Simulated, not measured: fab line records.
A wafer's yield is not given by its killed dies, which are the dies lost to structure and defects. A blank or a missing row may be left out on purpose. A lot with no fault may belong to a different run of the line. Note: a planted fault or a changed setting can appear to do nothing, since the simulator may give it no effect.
fab line records | flow berkeleyCmos170
record: lots: 6 wafers: 18 lastDay: 12
route steps=331 shown PLDD@154 NLDD@158 SPACER@171 PSD@175 NSD@187 M3@331
lots with no fault: from the same line, run without faults
startH: hours from the record's opening day to when the first of the lot's shown wafers began | waitH: time in hours since the lot's previous step | " same as the row above | L1.1+2: a row that stands for several wafers | - either no value or no given start | * or withheld: withheld | < > ~ a bound
route shown NAME@n: a module of which the file shows steps, and the number in the route of the first | usual: mean and standard deviation over wafers with no fault | same: alike in all rows | chamber/n: place in a boat | sites: each site's reading | _std_site: standard deviation of those values | _edge_site: mean of outer sites minus mean of inner sites | radiusMm: for every site, how far away it sits from the centre of the wafer | mask NAME#n: copy n | behind: the most recent tool/chamber to have shaped the wafer | hold: reason for holding the lot/hours on hold/outcome of the hold | device: the transistor (n, p or np) that didn't switch | end of line: tests of these same wafers at the route's end | a step with no rows: only its recipe | killed: count of dies lost to structure and defects at first sort (not the wafer's yield) | map: a wafer's dies, x killed, . not, _ none there
set.NAME: the setting as run; set.NAME@STEP: as run at that earlier step | model.NAME: the simulator's own value behind a step, which no gauge read
lots at some steps of the route; a table a step, a row a wafer
services: a tool's chamber out of use, with start hour (startH, from the record's first day; less than 0 if before it), hours out, and reason
== steps ==
step: UCB170_PLDD_IMPLANT_09
recipe: species: BF2 doseCm2: 5e+13 energyKev: 10 tiltDeg: 7 rotationDeg: 180
step: UCB170_PLDD_STRIP_10
recipe: chemistry: O2 powerW: 400 pressureMtorr: 3500 platenTempC: withheld o2FlowSccm: 400 overashFraction: 0.5
usual: chamberPressureMTorr: 3500/3.4 drypumpMotorCurrentA: 5.6/0.36 oesProductAu: 0.735/0.0049 stripTimeToEndpointS: 21.63/0.07
columns lot.wafer tool chamber startH waitH chamberPressureMTorr drypumpMotorCurrentA oesProductAu rfHoursCounterH stripTimeToEndpointS
L927.2 plasmaAsher-02 0 187.92 0.1 3500 5.8 0.735 8 21.73
L927.3 " 0 " " 3501 5.8 0.729 - 21.77
L927.6 " 1 " " 3500 5.9 0.732 - 21.74
L929.3 plasmaAsher-01 0 188.19 0.1 3501 5.6 0.733 - 21.57
L929.4 " 1 " " 3500 5.8 0.728 - 21.64
L929.5 " 1 " " 3498 5.8 0.744 - 21.55
L935.2 plasmaAsher-01 0 213.35 0.1 3499 5.6 0.728 52 21.62
L935.3 " 1 " " 3500 5.9 0.734 - 21.59
L935.4 " 0 " " 3503 5.6 0.742 - 21.61
L933.1 plasmaAsher-04 1 213.63 0.1 3508 5.0 0.738 42 21.56
L933.4 " 1 " " 3497 5.0 0.739 - 21.67
L933.5 " 0 " " 3495 5.9 0.737 - 21.63
L936.2 plasmaAsher-01 1 214.24 0.1 3498 5.8 0.736 52 21.62
L936.5 " 1 " " 3500 5.8 0.734 - 21.57
L936.6 " 0 " " 3500 5.5 0.732 - 21.57
L941.2 plasmaAsher-04 1 252.62 0.1 3503 5.0 0.730 46 21.56
L941.3 " 0 " " 3500 5.9 0.732 - 21.57
L941.6 " 1 " " 3504 5.0 0.734 - 21.57
step: UCB170_PLDD_TW_MEAS_11
usual: PLDD_TW: 1011/5.6
columns lot.wafer tool chamber startH waitH PLDD_TW
L927.2 filmMetro-03 - 188.03 0.1 1024
L927.3 " - " " 1014
L927.6 " - " " 1026
L929.3 filmMetro-04 - 188.28 0.1 1009
L929.4 " - " " 1008
L929.5 " - " " 1011
L935.2 filmMetro-04 - 213.46 0.1 1009
L935.3 " - " " 1008
L935.4 " - " " 1010
L933.1 filmMetro-03 - 213.73 0.1 1008
L933.4 " - " " 1003
L933.5 " - " " 1011
L936.2 filmMetro-02 - 214.35 0.1 1006
L936.5 " - " " 1009
L936.6 " - " " 1007
L941.2 filmMetro-02 - 252.73 0.1 1014
L941.3 " - " " 1011
L941.6 " - " " 1016
step: UCB170_PLDD_CLEAN_12
recipe: chemistry: SPM tempC: 120 timeS: 600
step: UCB170_NLDD_HMDS_00
recipe: primeTimeS: 60 primeTempC: 100
step: UCB170_NLDD_COAT_01
recipe: resist: KrF spinRpm: 1500 resistThkNm: 900
step: UCB170_NLDD_SOFTBAKE_02
recipe: resist: KrF tempC: 130 timeS: 60
step: UCB170_NLDD_EXPOSE_03
recipe: maskId: NSELECT na: 0.5 sigmaOuter: 0.6 sourceShape: conventional targetCdNm: 1200 doseMj: 30
step: UCB170_NLDD_PEB_04
recipe: pebTempC: 130.8 pebTimeS: withheld resist: KrF
step: UCB170_NLDD_DEVELOP_05
recipe: developer: TMAH developTimeS: 45 resist: KrF devTempC: 21
step: UCB170_NLDD_CD_MEAS_06
recipe: targetCdNm: 1200
usual: cdNm: 1199.9/1.6
columns lot.wafer tool chamber startH waitH cdNm
L927.2 cdSem-01 - 189.51 - 1199.6
L927.3 " - " " 1199.8
L927.6 " - " " 1200.0
L929.3 cdSem-01 - 189.84 - 1199.1
L929.4 " - " " 1200.0
L929.5 " - " " 1199.4
L935.2 cdSem-02 - 215.98 - 1199.1
L935.3 " - " " 1199.6
L935.4 " - " " 1200.2
L933.1 cdSem-02 - 216.68 - 1200.2
L933.4 " - " " 1200.6
L933.5 " - " " 1200.4
L936.2 cdSem-01 - 216.72 - 1196.9
L936.5 " - " " 1197.3
L936.6 " - " " 1197.6
L941.2 cdSem-01 - 254.00 - 1197.9
L941.3 " - " " 1197.8
L941.6 " - " " 1197.6
step: UCB170_NLDD_OVL_MEAS_07
usual: NLDD_OVL: -2/5.7
columns lot.wafer tool chamber startH waitH NLDD_OVL[nm]
L927.2 overlay-01 - 189.62 0.1 -4
L927.3 " - " " 5
L927.6 " - " " -5
L929.3 overlay-01 - 189.93 0.1 -14
L929.4 " - " " -19
L929.5 " - " " -7
L935.2 overlay-02 - 216.09 0.1 -5
L935.3 " - " " -3
L935.4 " - " " -13
L933.1 overlay-01 - 216.80 0.1 -7
L933.4 " - " " 4
L933.5 " - " " -5
L936.2 overlay-02 - 216.83 0.1 -9
L936.5 " - " " -4
L936.6 " - " " -12
L941.2 overlay-01 - 254.11 0.1 -2
L941.3 " - " " -1
L941.6 " - " " -6
step: UCB170_NLDD_IMPLANT_08
recipe: species: As doseCm2: 5e+13 energyKev: 30 tiltDeg: 7 rotationDeg: 0
usual: doseIonsCm2: 5.001e+13/5.5e+10 endStationPressureTorr: 5.13e-06/2.8e-07 faradayCurrentUA: 159/3.2
columns lot.wafer tool chamber startH waitH doseIonsCm2 endStationPressureTorr faradayCurrentUA
L927.2 implanter-04 0 189.68 0.0 5.006e+13 5.03e-06 155
L927.3 " 0 " " 4.991e+13 5.7e-06 157
L927.6 " 0 " " 4.996e+13 5.21e-06 158
L929.3 implanter-03 0 190.01 0.1 5.007e+13 4.56e-06 154
L929.4 " 0 " " 5.009e+13 5.2e-06 163
L929.5 " 0 " " 5.002e+13 5.56e-06 161
L935.2 implanter-03 0 216.14 0.0 4.619e+13 5.39e-06 143
L935.3 " 0 " " 4.621e+13 5.17e-06 150
L935.4 " 0 " " 4.602e+13 5.55e-06 148
L933.1 implanter-04 0 216.84 0.0 4.995e+13 5.48e-06 163
L933.4 " 0 " " 4.996e+13 5.23e-06 157
L933.5 " 0 " " 5.001e+13 5.13e-06 153
L936.2 implanter-03 0 216.88 0.0 4.619e+13 5.63e-06 144
L936.5 " 0 " " 4.629e+13 5.35e-06 143
L936.6 " 0 " " 4.626e+13 4.66e-06 151
L941.2 implanter-02 0 254.16 0.0 4.998e+13 5.13e-06 162
L941.3 " 0 " " 4.992e+13 5.15e-06 154
L941.6 " 0 " " 4.999e+13 5.26e-06 158
step: UCB170_NLDD_IMPLANT_09
recipe: species: As doseCm2: 5e+13 energyKev: 30 tiltDeg: 7 rotationDeg: 180
step: UCB170_NLDD_STRIP_10
recipe: chemistry: O2 powerW: 400 pressureMtorr: 3500 platenTempC: withheld o2FlowSccm: 400 overashFraction: 0.5
usual: chamberPressureMTorr: 3500/3.6 drypumpMotorCurrentA: 5.7/0.31 oesProductAu: 0.735/0.0043 stripTimeToEndpointS: 21.62/0.065
columns lot.wafer tool chamber startH waitH chamberPressureMTorr drypumpMotorCurrentA oesProductAu rfHoursCounterH stripTimeToEndpointS
L927.2 plasmaAsher-03 1 189.95 0.1 3499 5.7 0.725 44 21.54
L927.3 " 1 " " 3504 5.7 0.733 - 21.55
L927.6 " 0 " " 3504 6.1 0.730 - 21.59
L929.3 plasmaAsher-01 0 190.29 0.1 3494 5.6 0.739 - 21.49
L929.4 " 1 " " 3494 5.8 0.732 - 21.54
L929.5 " 1 " " 3504 5.8 0.734 - 21.63
L935.2 plasmaAsher-04 1 216.42 0.1 3501 5.0 0.735 42 21.66
L935.3 " 1 " " 3501 5.0 0.734 - 21.67
L935.4 " 0 " " 3506 5.9 0.732 - 21.67
L933.1 plasmaAsher-03 1 217.14 0.1 3495 5.7 0.741 47 21.61
L933.4 " 0 " " 3498 6.0 0.734 - 21.61
L933.5 " 1 " " 3507 5.7 0.735 - 21.63
L936.2 plasmaAsher-01 0 217.16 0.1 3504 5.6 0.739 52 21.75
L936.5 " 1 " " 3500 5.9 0.737 - 21.73
L936.6 " 0 " " 3495 5.6 0.740 - 21.68
L941.2 plasmaAsher-04 1 254.44 0.1 3501 5.0 0.736 46 21.52
L941.3 " 0 " " 3499 5.9 0.732 - 21.53
L941.6 " 1 " " 3502 5.0 0.734 - 21.58
step: UCB170_NLDD_TW_MEAS_11
usual: NLDD_TW: 2221/11
columns lot.wafer tool chamber startH waitH NLDD_TW
L927.2 filmMetro-03 - 190.09 0.1 2239
L927.3 " - " " 2229
L927.6 " - " " 2236
L929.3 filmMetro-04 - 190.38 0.1 2223
L929.4 " - " " 2217
L929.5 " - " " 2220
L935.2 filmMetro-03 - 216.53 0.1 2192
L935.3 " - " " 2196
L935.4 " - " " 2203
L933.1 filmMetro-04 - 217.24 0.1 2236
L933.4 " - " " 2235
L933.5 " - " " 2234
L936.2 filmMetro-03 - 217.30 0.1 2204
L936.5 " - " " 2197
L936.6 " - " " 2196
L941.2 filmMetro-03 - 254.55 0.1 2225
L941.3 " - " " 2241
L941.6 " - " " 2225
step: UCB170_NLDD_CLEAN_12
recipe: chemistry: SPM tempC: 120 timeS: 600
step: UCB170_SPACER_CVD_00
recipe: material: SiO2 targetThkNm: 376 tempC: 390 precursor: TEOS/O2 timeS: 47 rfW: 550 pressureMtorr: 9000
usual: heaterPowerW: 251/52 rfFwdPowerW: 543.5/2.9
columns lot.wafer tool chamber startH waitH heaterPowerW rfFwdPowerW sinceWetCleanH
L927.2 pecvd-01 2 190.32 0.0 340 544.4 41
L927.3 " 0 " " 245 543.8 41
L927.6 " 0 " " 255 546.3 -
L929.3 pecvd-04 0 190.59 0.0 207 546.7 162
L929.4 " 0 " " 228 544.4 -
L929.5 " 2 " " 288 543.4 -
L935.2 pecvd-03 1 216.88 0.0 207 547.0 295
L935.3 " 2 " " 203 542.9 295
L935.4 " 1 " " 218 545.7 -
L933.1 pecvd-04 0 217.78 0.0 241 548.7 189
L933.4 " 0 " " 242 545.6 -
L933.5 " 0 " " 250 546.1 -
L936.2 pecvd-03 2 217.78 0.0 220 543.7 296
L936.5 " 0 " " 157 540.4 -
L936.6 " 1 " " 182 548.4 -
L941.2 pecvd-01 2 254.88 0.0 307 540.1 105
L941.3 " 1 " " 248 540.8 105
L941.6 " 1 " " 264 542.5 -
step: UCB170_SPACER_THK_MEAS_01
recipe: reads: SiO2_of_SPACER_CVD_00
usual: SPACER_TEOS_THK: 378/6.3
columns lot.wafer tool chamber startH waitH SPACER_TEOS_THK[nm]
L927.2 filmMetro-03 - 190.42 0.1 366
L927.3 " - " " 371
L927.6 " - " " 378
L929.3 filmMetro-01 - 190.65 0.0 374
L929.4 " - " " 384
L929.5 " - " " 391
L935.2 filmMetro-04 - 217.04 0.1 377
L935.3 " - " " 375
L935.4 " - " " 385
L936.2 filmMetro-04 - 217.83 0.0 374
L936.5 " - " " 391
L936.6 " - " " 391
L933.1 filmMetro-03 - 217.84 0.0 372
L933.4 " - " " 378
L933.5 " - " " 375
L941.2 filmMetro-01 - 254.93 0.0 368
L941.3 " - " " 376
L941.6 " - " " 380
step: UCB170_SPACER_ANNEAL_02
recipe: tempC: 900 timeS: 1800 ambient: N2
step: UCB170_SPACER_ETCHBACK_03
recipe: stopOn: Si target: SiO2 chemistry: CHF3/CF4/Ar CHF3_flow_sccm: 50 cf4FlowSccm: 10 Ar_flow_sccm: 120 pressureMtorr: 200 rfW: 500 targetDepthA: 3760 timeS: 100
usual: chamberPressureMTorr: 200.00/0.17 drypumpMotorCurrentA: 5.8/0.31 mfcArSccm: 120.0/0.33 oesProductAu: 0.897/0.014 rfFwdPowerW: 496.9/1.5 throttleValvePct: 6.46/0.12
columns lot.wafer tool chamber startH waitH chamberPressureMTorr drypumpMotorCurrentA mfcArSccm oesProductAu rfFwdPowerW rfHoursCounterH throttleValvePct
L927.2 rieDiel-02 2 195.33 0.0 200.15 5.9 119.9 0.857 496.6 124 6.60
L927.3 " 0 " " 200.10 5.3 119.4 0.893 496.1 85 6.60
L927.6 " 0 " " 200.12 5.3 119.4 0.909 497.5 - 6.61
L929.3 rieDiel-03 1 195.33 0.0 200.01 5.7 120.0 0.908 497.0 129 6.61
L929.4 " 3 " " 200.15 5.8 120.1 0.895 498.7 101 6.32
L929.5 " 1 " " 199.84 5.7 120.3 0.942 496.4 - 6.61
L935.2 rieDiel-03 1 221.64 0.0 200.37 5.7 119.3 0.919 497.0 131 6.61
L935.3 " 2 " " 200.05 6.2 119.9 0.891 498.2 99 6.34
L935.4 " 0 " " 200.19 5.7 120.1 0.895 497.3 68 6.59
L936.2 rieDiel-01 3 221.64 0.0 200.14 5.5 120.0 0.883 494.7 134 6.55
L936.5 " 3 " " 199.88 5.6 119.8 0.906 497.4 - 6.53
L936.6 " 0 " " 199.85 5.4 120.0 0.924 499.0 - 6.37
L933.1 rieDiel-03 1 221.71 0.1 200.10 5.7 120.6 0.918 496.9 131 6.61
L933.4 " 3 " " 200.20 5.8 120.3 0.881 500.3 103 6.31
L933.5 " 1 " " 199.98 5.7 120.2 0.920 496.3 - 6.60
L941.2 rieDiel-01 2 265.01 0.0 199.71 6.0 120.0 0.889 496.7 83 6.42
L941.3 " 0 " " 199.90 5.3 120.5 0.891 493.9 5 6.37
L941.6 " 2 " " 200.15 6.0 120.1 0.911 499.9 - 6.40
step: UCB170_PSD_HMDS_00
recipe: primeTimeS: 60 primeTempC: 100
step: UCB170_PSD_COAT_01
recipe: resist: KrF spinRpm: 1500 resistThkNm: 900
step: UCB170_PSD_SOFTBAKE_02
recipe: resist: KrF tempC: 130 timeS: 60
step: UCB170_PSD_EXPOSE_03
recipe: maskId: PSELECT_MOD na: 0.5 sigmaOuter: 0.6 sourceShape: conventional targetCdNm: 1200 doseMj: 30
step: UCB170_PSD_PEB_04
recipe: pebTempC: 130 pebTimeS: withheld resist: KrF
step: UCB170_PSD_DEVELOP_05
recipe: developer: TMAH developTimeS: 45 resist: KrF devTempC: 21
step: UCB170_PSD_CD_MEAS_06
recipe: targetCdNm: 1200
usual: cdNm: 1200.2/1.5
columns lot.wafer tool chamber startH waitH cdNm
L927.2 cdSem-01 - 197.25 - 1199.4
L927.3 " - " " 1200.5
L927.6 " - " " 1201.4
L929.3 cdSem-02 - 197.29 - 1199.3
L929.4 " - " " 1197.5
L929.5 " - " " 1200.1
L936.2 cdSem-01 - 223.32 - 1201.0
L936.5 " - " " 1200.2
L936.6 " - " " 1199.8
L935.2 cdSem-01 - 223.44 - 1202.7
L935.3 " - " " 1202.3
L935.4 " - " " 1202.5
L933.1 cdSem-01 - 223.57 - 1198.8
L933.4 " - " " 1199.5
L933.5 " - " " 1199.3
L941.2 cdSem-02 - 266.20 - 1202.2
L941.3 " - " " 1202.2
L941.6 " - " " 1201.5
step: UCB170_PSD_OVL_MEAS_07
usual: PSD_OVL: 1/6.1
columns lot.wafer tool chamber startH waitH PSD_OVL[nm]
L927.2 overlay-02 - 197.36 0.1 1
L927.3 " - " " 2
L927.6 " - " " 2
L929.3 overlay-01 - 197.38 0.1 8
L929.4 " - " " 2
L929.5 " - " " 8
L936.2 overlay-01 - 223.42 0.1 0
L936.5 " - " " -1
L936.6 " - " " -4
L935.2 overlay-01 - 223.54 0.1 -3
L935.3 " - " " 1
L935.4 " - " " 4
L933.1 overlay-02 - 223.69 0.1 1
L933.4 " - " " -4
L933.5 " - " " -5
L941.2 overlay-02 - 266.30 0.1 -2
L941.3 " - " " -6
L941.6 " - " " -3
step: UCB170_PSD_IMPLANT_08
recipe: species: B doseCm2: 2.95e+15 energyKev: 20 tiltDeg: 7
step: UCB170_PSD_STRIP_09
recipe: chemistry: O2 powerW: 400 pressureMtorr: 3500 platenTempC: withheld o2FlowSccm: 400 overashFraction: 0.5
usual: chamberPressureMTorr: 3499.9/2.9 drypumpMotorCurrentA: 5.81/0.17 oesProductAu: 0.603/0.0046 stripTimeToEndpointS: 29.25/0.079
columns lot.wafer tool chamber startH waitH chamberPressureMTorr drypumpMotorCurrentA oesProductAu rfHoursCounterH stripTimeToEndpointS
L927.2 plasmaAsher-01 1 197.54 0.1 3493.8 5.87 0.597 50 29.22
L927.3 " 1 " " 3500.9 5.82 0.604 - 29.27
L927.6 " 0 " " 3503.4 5.57 0.608 - 29.20
L929.3 plasmaAsher-02 1 197.59 0.1 3498.7 5.88 0.603 - 29.30
L929.4 " 0 " " 3500.9 5.82 0.609 - 29.25
L929.5 " 1 " " 3503.2 5.88 0.606 - 29.23
L936.2 plasmaAsher-03 1 223.60 0.1 3500.3 5.68 0.604 48 29.24
L936.5 " 1 " " 3496.5 5.67 0.601 - 29.33
L936.6 " 0 " " 3498.9 6.07 0.603 - 29.21
L935.2 plasmaAsher-02 0 223.72 0.1 3501.6 5.78 0.602 13 29.10
L935.3 " 0 " " 3494.9 5.79 0.601 - 29.05
L935.4 " 1 " " 3498.2 5.90 0.614 - 29.15
L933.1 plasmaAsher-03 1 223.88 0.1 3498.4 5.68 0.607 48 29.13
L933.4 " 0 " " 3501.4 6.05 0.608 - 29.11
L933.5 " 1 " " 3499.4 5.69 0.607 - 29.13
L941.2 plasmaAsher-01 0 266.48 0.1 3502.0 5.56 0.605 58 29.18
L941.3 " 1 " " 3495.1 5.89 0.601 - 29.01
L941.6 " 0 " " 3499.8 5.57 0.613 - 29.20
step: UCB170_PSD_TW_MEAS_10
usual: PSD_TW: 2318/12
columns lot.wafer tool chamber startH waitH PSD_TW
L927.2 filmMetro-02 - 197.65 0.1 2301
L927.3 " - " " 2311
L927.6 " - " " 2298
L929.3 filmMetro-04 - 197.68 0.1 2323
L929.4 " - " " 2320
L929.5 " - " " 2322
L936.2 filmMetro-02 - 223.71 0.1 2328
L936.5 " - " " 2329
L936.6 " - " " 2343
L935.2 filmMetro-04 - 223.83 0.1 2336
L935.3 " - " " 2337
L935.4 " - " " 2328
L933.1 filmMetro-02 - 223.98 0.1 2327
L933.4 " - " " 2331
L933.5 " - " " 2336
L941.2 filmMetro-02 - 266.59 0.1 2305
L941.3 " - " " 2304
L941.6 " - " " 2307
step: UCB170_PSD_CLEAN_11
recipe: chemistry: SPM tempC: 120 timeS: 600
step: UCB170_NSD_HMDS_00
recipe: primeTimeS: 60 primeTempC: 100
step: UCB170_NSD_COAT_01
recipe: resist: KrF spinRpm: 1500 resistThkNm: 900
step: UCB170_NSD_SOFTBAKE_02
recipe: resist: KrF tempC: 130 timeS: 60
step: UCB170_NSD_EXPOSE_03
recipe: maskId: NSELECT_MOD na: 0.5 sigmaOuter: 0.6 sourceShape: conventional targetCdNm: 1200 doseMj: 30
step: UCB170_NSD_PEB_04
recipe: pebTempC: 130 pebTimeS: withheld resist: KrF
step: UCB170_NSD_DEVELOP_05
recipe: developer: TMAH developTimeS: 45 resist: KrF devTempC: 21
step: UCB170_NSD_CD_MEAS_06
recipe: targetCdNm: 1200
usual: cdNm: 1199.5/1.3
columns lot.wafer tool chamber startH waitH cdNm
L927.2 cdSem-02 - 199.55 - 1200.1
L927.3 " - " " 1198.2
L927.6 " - " " 1200.0
L929.3 cdSem-02 - 199.71 - 1200.1
L929.4 " - " " 1198.4
L929.5 " - " " 1199.9
L936.2 cdSem-01 - 225.07 - 1201.3
L936.5 " - " " 1200.7
L936.6 " - " " 1200.1
L935.2 cdSem-02 - 225.19 - 1200.4
L935.3 " - " " 1199.9
L935.4 " - " " 1200.0
L933.1 cdSem-02 - 225.41 - 1199.9
L933.4 " - " " 1198.2
L933.5 " - " " 1200.7
L941.2 cdSem-02 - 267.82 - 1197.5
L941.3 " - " " 1198.9
L941.6 " - " " 1198.4
step: UCB170_NSD_OVL_MEAS_07
usual: NSD_OVL: 2/5.4
columns lot.wafer tool chamber startH waitH NSD_OVL[nm]
L927.2 overlay-01 - 199.66 0.1 6
L927.3 " - " " 7
L927.6 " - " " 13
L929.3 overlay-02 - 199.80 0.1 1
L929.4 " - " " 7
L929.5 " - " " 5
L936.2 overlay-02 - 225.18 0.1 -2
L936.5 " - " " 0
L936.6 " - " " 0
L935.2 overlay-01 - 225.30 0.1 -3
L935.3 " - " " 0
L935.4 " - " " 0
L933.1 overlay-01 - 225.53 0.1 2
L933.4 " - " " -2
L933.5 " - " " 1
L941.2 overlay-01 - 267.93 0.1 6
L941.3 " - " " 7
L941.6 " - " " 4
step: UCB170_NSD_IMPLANT_08
recipe: species: P doseCm2: 3e+15 energyKev: 40.6 tiltDeg: 7
step: UCB170_SDANNEAL_RS_MEAS_05
recipe: thkMeasGauge: four-point-probe
usual: NLDD_RS: 616.0/1.3
columns lot.wafer tool chamber startH waitH NLDD_RS[ohm/sq]
L927.2 filmMetro-04 - 201.40 0.1 617.3
L927.3 " - " " 616.9
L927.6 " - " " 615.7
L929.3 filmMetro-03 - 201.59 0.1 614.2
L929.4 " - " " 614.3
L929.5 " - " " 615.1
L936.2 filmMetro-03 - 226.92 0.1 633.2
L936.5 " - " " 633.3
L936.6 " - " " 633.3
L935.2 filmMetro-02 - 227.04 0.1 632.5
L935.3 " - " " 634.9
L935.4 " - " " 633.5
L933.1 filmMetro-04 - 227.35 0.1 614.4
L933.4 " - " " 616.4
L933.5 " - " " 615.7
L941.2 filmMetro-04 - 269.67 0.1 615.0
L941.3 " - " " 616.0
L941.6 " - " " 616.0
step: UCB170_M3_PROBE_99
columns lot.wafer tool chamber startH waitH model.etest.nldd.rsOhmSq
L927.2 prober-02 - 222.90 0.1 773.8
L927.3 prober-02 - 222.95 0.2 774.4
L927.6 prober-02 - 223.10 0.2 780.5
L929.3 prober-02 - 224.52 0.2 788.4
L929.4 prober-02 - 224.57 0.2 784.1
L929.5 prober-02 - 224.62 0.2 785.5
L936.2 prober-01 - 252.33 0.1 805.9
L936.5 prober-01 - 252.48 0.2 799.7
L936.6 prober-01 - 252.53 0.2 803.8
L933.1 prober-02 - 252.56 0.1 775.1
L933.4 prober-02 - 252.71 0.2 773.2
L933.5 prober-02 - 252.76 0.2 767.9
L935.2 prober-01 - 252.75 0.1 803.1
L935.3 prober-01 - 252.80 0.2 803.9
L935.4 prober-01 - 252.85 0.2 802.5
L941.2 prober-02 - 296.09 0.1 780.6
L941.3 prober-02 - 296.14 0.2 780.2
L941.6 prober-02 - 296.29 0.2 779.9
killed by level:class
L927.2 FIELD:geometricParticle:open=1 GATE:geometricParticle:short=1 SPACER:geometricParticle:short=1 SILICIDE:geometricParticle:short=1
L927.3 SCREENOX:geometricParticle:open=1 GATE:geometricParticle:short=1 GATE:geometricParticle:open=1 M2:geometricParticle:short=1
L927.6 GATE:geometricParticle:short=1
L929.3 SACOX:geometricParticle:short=1
L929.4 SPACER:areaEtchback=8 M3:geometricParticle:short=1 M2:coatMicrobubblePrinted=1
L929.5 V1:geometricParticle:open=1 M2:geometricParticle:open=1 M2:coatMicrobubblePrinted=1
L933.1 ACTIVE:geometricParticle:short=1 SPACER:geometricParticle:short=1 SPACER:geometricParticle:open=1 M1:geometricParticle:short=1
L933.4 M1:geometricParticle:short=1 V1:geometricParticle:open=1 V1:geometricParticle:short=1
L935.2 ACTIVE:areaEtch=5 GATE:geometricParticle:open=1 SPACER:geometricParticle:open=1
L935.3 SILICIDE:geometricParticle:open=2 FIELD:geometricParticle:open=1 FIELD:geometricParticle:short=1 GATE:geometricParticle:open=1 GATE:geometricParticle:short=1 M2:geometricParticle:short=1 V2:geometricParticle:open=1
L935.4 SPACER:geometricParticle:short=1 SILICIDE:geometricParticle:open=1 CONTACT:geometricParticle:open=1 M2:geometricParticle:short=1
L941.2 START:geometricParticle:short=1 SPACER:geometricParticle:short=1 M2:geometricParticle:open=1
L941.3 FIELD:geometricParticle:short=2 FIELD:geometricParticle:open=1 GATE:geometricParticle:short=1 M1:geometricParticle:short=1 V1:geometricParticle:open=1 V1:geometricParticle:short=1
L941.6 ACTIVE:areaEtch=9 ACTIVE:geometricParticle:open=1 GATE:geometricParticle:short=1 V1:geometricParticle:short=1
== services ==
columns tool chamber startH hours kind
pecvd-03 0 165.81 7.0 repair
rieDiel-01 3 165.84 4.1 repair
pecvd-04 0 167.36 8.4 repair
plasmaAsher-04 - 168.24 6.5 repair
rieDiel-03 3 169.00 4.3 repair
plasmaAsher-01 - 169.57 2.2 repair
pecvd-04 - 192.32 1.7 repair
rieDiel-03 0 195.64 1.5 repair
pecvd-04 2 206.27 31.5 repair
rieDiel-02 - 211.92 28.1 pm
implanter-04 - 220.46 1.4 repair
plasmaAsher-04 - 221.93 5.0 repair
rieDiel-01 0 222.67 13.2 repair
implanter-03 - 225.70 3.2 repair
implanter-02 - 232.77 9.9 repair
implanter-04 - 234.91 0.7 repair
rieDiel-03 1 240.11 23.5 repair
plasmaAsher-02 - 254.88 3.2 repair
pecvd-03 - 255.32 0.7 repair
rieDiel-02 1 259.05 1.8 repair
rieDiel-01 3 259.51 - clean
rieDiel-01 3 259.51 23.7 scheduledDown
rieDiel-01 3 259.51 23.7 ventCycle
implanter-02 - 265.08 0.6 repair
== key ==
firstSign: step: UCB170_NLDD_IMPLANT_08 reading: doseIonsCm2 direction: down sigmas: 69 usual: 5.001e+13 struck: 4.619e+13
effect: step: UCB170_NLDD_IMPLANT_08 reading: faradayCurrentUA direction: down sigmas: 3.8 usual: 159 struck: 147
effect: step: UCB170_NLDD_TW_MEAS_11 reading: NLDD_TW direction: down sigmas: 2 usual: 2221 struck: 2198
effect: step: UCB170_SDANNEAL_RS_MEAS_05 reading: NLDD_RS direction: up sigmas: 13 usual: 616.0 struck: 633.5
modelEffect: step: UCB170_M3_PROBE_99 value: etest.nldd.rsOhmSq without: 778 struck: 803.1
metAt UCB170_NLDD_IMPLANT_08
struckWafers L935.2,L935.3,L935.4,L936.2,L936.5,L936.6
sortLeftOut L936.2,L936.5,L936.6
testerLeftOut L935,L936
onsetBetween 190.01 216.14
fault: kind: processParameterDrift tool: implanter-03 chamber: - onsetH: 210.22 steps: UCB170_NLDD_IMPLANT_08 channel: doseCm2 offset: -3.7954e+12 shape: step endH: 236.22 actsIn: theseRecipesOnly stated: 5e+13
testerLeftOut: of these lots the tester's yield and bins aren't shown, on N5 and GAA mostly nor the transistor test; their killed dies are dies lost to structure and defects alone, not to doping, threshold or leakage, so they don't give the yield
sortLeftOut: the simulated sort isn't trusted on such a fault, so these wafers' sort isn't shown, and their yield isn't known
